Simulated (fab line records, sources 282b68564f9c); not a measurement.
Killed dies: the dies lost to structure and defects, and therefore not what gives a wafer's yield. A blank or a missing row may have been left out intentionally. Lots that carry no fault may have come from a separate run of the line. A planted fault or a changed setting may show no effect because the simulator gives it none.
Matching of chambers :: flow rit_cmos :: rie_si-01 running RIT_GATE_ETCH_19: 4 sister chambers
The step etches poly-Si in SF6/CHF3/O2, stops on SiO2, time 172.7 s, target depth 312.5 nm. 4 wafers are shown with their chamber, then 8 later ones without.

== WAFERS WITH THEIR CHAMBER ==
wafer: L324.2
chamber: 3
drypump_motor_current_A (A): 5.7

wafer: L332.2
chamber: 0
drypump_motor_current_A (A): 5.1

wafer: L332.4
chamber: 1
drypump_motor_current_A (A): 6.9

wafer: L334.2
chamber: 2
drypump_motor_current_A (A): 5.0

== WAFERS WITHOUT THEIR CHAMBER ==
wafer: L334.4
drypump_motor_current_A (A): 5.6

wafer: L334.6
drypump_motor_current_A (A): 6.8

wafer: L336.2
drypump_motor_current_A (A): 5.0

wafer: L336.4
drypump_motor_current_A (A): 5.6

wafer: L336.6
drypump_motor_current_A (A): 6.8

wafer: L338.1
drypump_motor_current_A (A): 5.1

wafer: L338.4
drypump_motor_current_A (A): 5.0

wafer: L338.5
drypump_motor_current_A (A): 6.8

== CHAMBER TAKEN BY EACH ==
wafer: L334.4
from the rows above: 3
in truth: 3

wafer: L334.6
from the rows above: 1
in truth: 1

wafer: L336.2
from the rows above: can't be placed: 2 or 0
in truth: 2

wafer: L336.4
from the rows above: 3
in truth: 3

wafer: L336.6
from the rows above: 1
in truth: 1

wafer: L338.1
from the rows above: can't be placed: 0 or 2
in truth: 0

wafer: L338.4
from the rows above: can't be placed: 2 or 0
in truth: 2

wafer: L338.5
from the rows above: 1
in truth: 1
Placed correctly: 5 of 8. Unplaceable from these rows: 3, with the true chamber sitting among the candidates in 3. Placed wrongly: 0.
How it was worked out, from the rows above alone: a wafer's distance from a chamber is the root of the sum, over the readings, of the square of ((its reading less the chamber's mean) divided by the reading's scatter). The wafer belongs to the nearest chamber; if the next one is less than 2 further off, it can't be placed. A chamber's mean is the mean of its shown wafers. The scatter: with one shown wafer a chamber, the root of the mean of the squares of how far each hidden wafer lies from its nearest shown one.
